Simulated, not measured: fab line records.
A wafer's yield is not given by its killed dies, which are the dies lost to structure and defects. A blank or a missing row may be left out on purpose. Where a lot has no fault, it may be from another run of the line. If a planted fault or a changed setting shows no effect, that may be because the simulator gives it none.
Struck lot and sound lot, side by side    flow berkeley cmos170    26 steps out of a route of 331
Sound: the wafers L757.1, L757.3, L757.5. Wafers struck: L765.1, L765.4, L765.5. The cause is named last.
Order at every step that has rows: each side's tool, ch and its chambers, its first start. Under that, the readings that differ: sound wafers    struck wafers    difference of the means    sigmas: that difference in standard deviations of wafers without a fault.
alike: a reading whose means differ by less than 2 such deviations, as well as words and numbers matching on both sides. not compared: withheld readings; readings where some wafer has no value; bounds like >300 that might hide an equal value; numbers whose values overlap and for which the record gives no deviation.
Wherever a step has rows on one side only, a row that says differs or no value, or a row with sigmas, the two part there. Non-overlapping numbers with no deviation appear without sigmas and do not part them. A reading that every wafer of one side lacks parts them only if that side has two wafers or more.

first, 5 steps without rows for these wafers: UCB170_CONTACT_COAT_10 (resist thk 891.4 nm); UCB170_CONTACT_SOFTBAKE_11 (time 60 s); UCB170_CONTACT_EXPOSE_12 (exposes mask CONT, target cd 700 nm); UCB170_CONTACT_PEB_13; UCB170_CONTACT_DEVELOP_14 (develop time 45 s).
UCB170_CONTACT_CD_MEAS_15 targets a cd of 700 nm.
  sound on cd sem-01 at day 7 16:08; struck on cd sem-02 at day 8 22:25
  alike: cd nm
UCB170_CONTACT_OVL_MEAS_16:
  sound on overlay-02 at day 7 16:15; struck on overlay-01 at day 8 22:32
  alike: CONTACT_OVL
UCB170_CONTACT_ETCH_17: etches BARC in N2/H2.
  sound on rie diel-02 ch 0,2, day 7 16:17; struck on rie diel-04 ch 1,2,3, day 8 22:34
  alike: drypump motor current A, n2 flow sccm, oes product au, throttle valve pct
UCB170_CONTACT_ETCH_18: etches PSG in CHF3/CF4/Ar, stops on TiSi2, target depth 840 nm, time 195 s.
  sound: rie diel-02 ch 0,2; struck: rie diel-04 ch 1,2,3
  alike: drypump motor current A, oes product au, throttle valve pct
  not compared: rf hours counter h
UCB170_CONTACT_STRIP_19: strips in O2.
  sound on plasma asher-04 ch 0,1, day 7 16:27; struck on plasma asher-03 ch 0,1, day 8 22:44
reading                sound              struck             difference  sigmas
oes product au (a.u.)  0.722 0.723 0.719  0.731 0.742 0.728  +0.012      +3
  alike: drypump motor current A
  not compared: rf hours counter h
UCB170_CONTACT_CD_MEAS_90 targets a cd of 700 nm.
  sound on cd sem-01 at day 7 16:33; struck on cd sem-01 at day 8 22:50
  alike: cd nm
then, 1 step without rows for these wafers: UCB170_CONTACT_CLEAN_20 (cleans in SPM, time 600 s).
UCB170_M1_SPUTTER_00: material Al, target thk 600 nm, time 80 s.
  sound on pvd sputter-02 at day 7 16:52; struck on pvd sputter-01 at day 8 23:22
reading                 sound           struck          difference  sigmas
throttle valve pct (%)  29.6 28.8 29.5  30.7 32.2 30.8  +1.9        +2
UCB170_M1_RS_MEAS_01: uses a four-point probe to measure.
  sound on film metro-03 at day 7 16:55; struck on film metro-01 at day 8 23:25
reading            sound                 struck                difference  sigmas
M1_AL_RS (ohm/sq)  0.0495 0.0491 0.0493  0.0239 0.0240 0.0240  -0.0253     -63
UCB170_M1_THK_MEAS_02: measures by xrf.
  sound on film metro-03 at day 7 17:02; struck on film metro-01 at day 8 23:32
reading         sound        struck          difference  sigmas
M1_AL_THK (nm)  587 590 587  1191 1184 1186  +599        +81
then, 6 steps without rows for these wafers: UCB170_M1_COAT_03; UCB170_M1_COAT_04 (resist thk 900 nm); UCB170_M1_SOFTBAKE_05 (time 60 s); UCB170_M1_EXPOSE_06 (exposes mask METAL1, target cd 700 nm); UCB170_M1_PEB_07; UCB170_M1_DEVELOP_08 (develop time 45 s).
UCB170_M1_CD_MEAS_09 targets a cd of 700 nm.
  sound on cd sem-02 at day 7 18:00; struck on cd sem-02 at day 9 01:13
  alike: cd nm
UCB170_M1_OVL_MEAS_10:
  sound on overlay-01 at day 7 18:07; struck on overlay-01 at day 9 01:20
  alike: M1_OVL
UCB170_M1_ETCH_11: etches BARC in N2/H2.
  sound on rie diel-03 ch 0,1,3, day 7 18:10; struck on rie diel-04 ch 1,2,3, day 9 01:22
  alike: drypump motor current A, n2 flow sccm, oes product au, throttle valve pct
UCB170_M1_METAL_ETCH_12: etches Al in Cl2/BCl3, stops on PSG, target depth 780 nm, time 130 s.
  sound on rie metal-02 ch 0, day 7 18:12; struck on rie metal-03 ch 0,1, day 9 01:24
reading                         sound              struck             difference  sigmas
drypump motor current A (A)     6.4 6.3 6.3        4.9 4.9 5.2        -1.3        -2
oes product au (a.u.)           0.844 0.841 0.838  1.007 1.005 0.976  +0.155      +13
model.etch.depth nm (nm)        589.5 592.8 590.4  776.8 767.7 762.5  +178.1      
model.M1.feature depth nm (nm)  627.5 630.6 628    776.8 767.7 762.5  +140.3      
  alike: mfc cl2 sccm, throttle valve pct
  not compared: rf hours counter h
UCB170_M1_STRIP_13: strips in O2.
  sound on plasma asher-02 ch 0,1, day 7 18:20; struck on plasma asher-02 ch 0,1, day 9 01:32
  alike: drypump motor current A, oes product au
  not compared: rf hours counter h

== WHERE THEY PART ==
At UCB170_CONTACT_STRIP_19 first; at UCB170_M1_METAL_ETCH_12 last (within this record only). Later steps at which nothing parts them and some readings are alike: UCB170_M1_STRIP_13.

WHY: what the simulator had put in
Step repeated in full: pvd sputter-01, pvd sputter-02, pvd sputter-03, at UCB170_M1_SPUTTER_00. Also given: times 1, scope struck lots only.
